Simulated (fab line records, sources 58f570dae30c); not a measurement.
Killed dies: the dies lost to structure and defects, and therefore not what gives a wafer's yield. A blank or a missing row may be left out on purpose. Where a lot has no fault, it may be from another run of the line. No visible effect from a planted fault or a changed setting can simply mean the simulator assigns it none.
Which of the tools did it?	flow berkeley_cmos170	42 wafers from 14 lots sampled at 4 of the route's 331 steps

== WHAT THE GAUGES SHOWED, per wafer ==
UCB170_SDANNEAL_RS_MEAS_02: measures by four-point-probe. Usual: PSD_RS gives 74.9 ohm/sq (standard deviation 0.34).
lot	measured	on	PSD_RS (ohm/sq)	flag
L130	day 8 06:42	film_metro-02	74.8 74.9 74.9	
L131	day 8 21:44	film_metro-01	75.3 75.0 75.1	
L132	day 8 20:09	film_metro-03	74.7 74.4 74.4	
L133	day 8 21:03	film_metro-01	74.9 75.4 75.4	
L134	day 9 08:35	film_metro-03	74.7 74.9 74.9	
L136	day 9 10:19	film_metro-02	74.7 74.4 74.8	
L137	day 9 09:16	film_metro-02	75.2 75.6 75.5	
L138	day 9 09:14	film_metro-01	74.8 75.4 75.0	
L140	day 10 13:03	film_metro-03	74.7 74.9 75.1	
L141	day 10 12:47	film_metro-01	75.0 75.2 75.3	
L142	day 10 13:29	film_metro-02	74.7 74.5 74.5	
L145	day 11 20:18	film_metro-01	75.0 75.4 75.1	
L149	day 12 08:26	film_metro-01	75.6 75.4 75.6	
L150	day 12 08:15	film_metro-03	74.7 74.8 75.2	

UCB170_CONTACT_OVL_MEAS_16. Usual: CONTACT_OVL gives 3 nm (standard deviation 4.7).
lot	measured	on	CONTACT_OVL (nm)	flag
L130	day 8 12:16	overlay-02	5 12 6	
L131	day 9 04:11	overlay-02	0 4 7	
L132	day 9 01:19	overlay-01	7 10 6	
L133	day 9 03:56	overlay-01	-1 3 5	
L134	day 9 14:47	overlay-01	-2 -9 -3	
L136	day 9 17:32	overlay-01	2 5 1	
L137	day 9 15:15	overlay-01	0 5 9	
L138	day 9 15:20	overlay-02	2 11 10	
L140	day 10 20:49	overlay-02	8 -1 1	
L141	day 10 21:10	overlay-02	8 3 10	
L142	day 10 21:25	overlay-01	0 2 -3	
L145	day 12 01:16	overlay-01	4 3 8	
L149	day 12 16:04	overlay-02	1 5 2	
L150	day 12 15:47	overlay-02	-2 3 1	

UCB170_V2_CD_MEAS_90: target cd 700 nm. Usual: cd_nm at 699.9 nm, with a standard deviation of 1.3.
lot	measured	on	cd_nm (nm)	flag
L130	day 9 01:32	cd_sem-01	701.0 702.1 701.0	
L131	day 9 22:10	cd_sem-01	699.2 697.9 699.2	
L132	day 9 12:32	cd_sem-02	697.9 698.9 698.7	
L133	day 9 16:34	cd_sem-01	700.8 700.9 700.7	
L134	day 10 04:45	cd_sem-01	699.8 699.0 699.3	
L136	day 10 08:48	cd_sem-01	700.4 698.7 699.7	
L137	day 10 03:51	cd_sem-01	699.3 697.4 699.7	
L138	day 10 08:32	cd_sem-01	700.1 699.0 699.0	
L140	day 11 09:18	cd_sem-01	698.8 702.3 701.1	
L141	day 11 10:41	cd_sem-01	700.8 697.6 697.9	
L142	day 11 11:06	cd_sem-02	701.3 701.1 701.7	
L145	day 12 12:46	cd_sem-02	700.1 701.4 700.0	
L149	day 13 07:24	cd_sem-01	701.0 700.3 699.6	
L150	day 13 03:25	cd_sem-02	698.1 698.8 699.7	

== EACH LOT AND THE TOOL THAT RAN IT (in order: tool; ch and the chambers of the sampled wafers; start) ==
lot	UCB170_SACOX_OXIDATION_01
L130	furnace-02 ch 0, day 6 03:45
L131	furnace-04 ch 0, day 6 20:54
L132	furnace-04 ch 0, day 6 20:54
L133	furnace-04 ch 0, day 6 20:54
L134	furnace-02 ch 0, day 7 05:04
L136	furnace-04 ch 0, day 7 12:37
L137	furnace-04 ch 0, day 7 12:37
L138	furnace-04 ch 0, day 7 12:37
L140	furnace-01 ch 0, day 8 05:56
L141	furnace-01 ch 0, day 8 05:56
L142	furnace-01 ch 0, day 8 05:56
L145	furnace-04 ch 0, day 9 14:05
L149	furnace-04 ch 0, day 10 12:16
L150	furnace-04 ch 0, day 10 12:16
- UCB170_SACOX_OXIDATION_01: target thk 14.4 nm, ox time 2400 s.

== AS READ BY THE TOOLS THEMSELVES (means over the sampled wafers that have a number; for cases with no such wafer, the mark the record gives instead) ==
The record holds no such reading with a usual standard deviation.

== THE ANSWER, worked out from the rows above alone ==
Rule: a lot is off if the mean of its wafers that have a number lies more than 3 standard deviations from the usual mean. Also off: a lot with no number at a reading for which 4 or more lots have one. All remaining lots with rows at the step are treated as sound. Order of review: gauges by route order, followed by the tools' own readings, for which a lot's mean as printed above is used. The first step at which some lot is off is used, and at that step the reading that is off furthest; a lot without a number counts as furthest.
No lot is off at any reading shown: from this, nothing can be told.

== WHAT WAS PUT IN BY THE SIMULATOR ==
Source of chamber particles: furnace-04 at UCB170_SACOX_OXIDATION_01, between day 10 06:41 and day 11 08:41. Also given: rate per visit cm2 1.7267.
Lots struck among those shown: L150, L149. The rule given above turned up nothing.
